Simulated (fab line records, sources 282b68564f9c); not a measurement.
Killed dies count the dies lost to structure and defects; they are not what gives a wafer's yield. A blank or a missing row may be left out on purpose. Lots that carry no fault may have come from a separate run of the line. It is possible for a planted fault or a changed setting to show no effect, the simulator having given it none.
Comparing a struck lot with a sound one ; flow rit cmos ; 15 steps out of a route of 202
Sound: the wafers L316.1, L316.4, L316.5. Wafers struck: L313.2, L313.3, L313.4. The cause is named last.
Per side, at each step with rows, come the tool, then ch with its chambers, and then its first start. Under that, the readings that differ: sound wafers ; struck wafers ; difference of the means ; sigmas: that difference in standard deviations of wafers without a fault.
alike: same words and numbers on both sides, and readings whose means sit less than 2 such deviations apart. not compared: any withheld reading, any reading some wafer has no value for, any bound like >300 that may hide the same value, and any number with overlapping values for which the record gives no deviation.
A row with sigmas, a row that says differs or no value, or rows on one side alone: a step with any of these is where the two part. Numbers that don't overlap but have no deviation are shown without sigmas and don't part them. A reading that every wafer of one side lacks parts them only if that side has two wafers or more.

first, 1 step without rows for these wafers: RIT_NRETRO_IMPLANT_08.
RIT_NRETRO_STRIP_09: strips in O2, time 180 s.
  sound on plasma asher-03 ch 0,1, day 6 04:51; struck on plasma asher-01 ch 0,1, day 5 16:01
  alike: chamber pressure mTorr, drypump motor current A, rf refl power W
  not compared: rf hours counter h
RIT_NRETRO_TW_MEAS_10:
  struck on film metro-04, day 5 16:12; sound on film metro-02, day 6 05:02
  alike: NRETRO_TW
then, 6 steps without rows for these wafers: RIT_PRETRO_HMDS_00 (prime time 60 s); RIT_PRETRO_COAT_01 (resist thk 1300 nm); RIT_PRETRO_SOFTBAKE_02 (time 60 s); RIT_PRETRO_EXPOSE_03 (exposes mask M5, target cd 43700 nm); RIT_PRETRO_PEB_04; RIT_PRETRO_DEVELOP_05 (develop time 68 s).
RIT_PRETRO_OVL_MEAS_06:
  struck on overlay-02, day 5 17:19; sound on overlay-02, day 6 06:05
  alike: PRETRO_OVL
then, 2 steps without rows for these wafers: RIT_PRETRO_HARDBAKE_07 (time 120 s); RIT_PRETRO_IMPLANT_08.
RIT_PRETRO_STRIP_09: strips in O2, time 180 s.
  sound on plasma asher-04 ch 0,1, day 6 06:32; struck on plasma asher-03 ch 0,1, day 5 17:44
  no value came back on the struck wafers for chamber pressure mTorr (mTorr), drypump motor current A (A), rf refl power W (W), time s (s); on the sound wafers chamber pressure mTorr (mTorr) reads 3994 4006 3993
reading;sound;struck;difference;sigmas
model.NOVOLAK_of_PRETRO_COAT_01.thk nm (nm);0 0 0;1140 1140 1142;+1141;
  not compared: rf hours counter h
RIT_PRETRO_TW_MEAS_10:
  struck on film metro-01, day 5 17:55; sound on film metro-04, day 6 06:43
  alike: PRETRO_TW
RIT_M1_PROBE_99:
  struck on prober-01, day 6 22:48; sound on prober-02, day 7 12:07
reading;sound;struck;difference;sigmas
hold;- - -;await dispo/2.2h/scrap await dispo/2.2h/scrap await dispo/2.2h/scrap;no value on the sound wafers;
killed at front end;8 11 8;264 264 264;+255;+91
killed dies;8 11 8;264 264 264;+255;+91
killed on rim;2 2 1;70 70 70;+68;+49
  alike: killed at contacts, killed open, killed short

## WHERE THEY PART
At RIT_PRETRO_STRIP_09 first; at RIT_M1_PROBE_99 last (within this record only).

WHY: what the simulator had put in
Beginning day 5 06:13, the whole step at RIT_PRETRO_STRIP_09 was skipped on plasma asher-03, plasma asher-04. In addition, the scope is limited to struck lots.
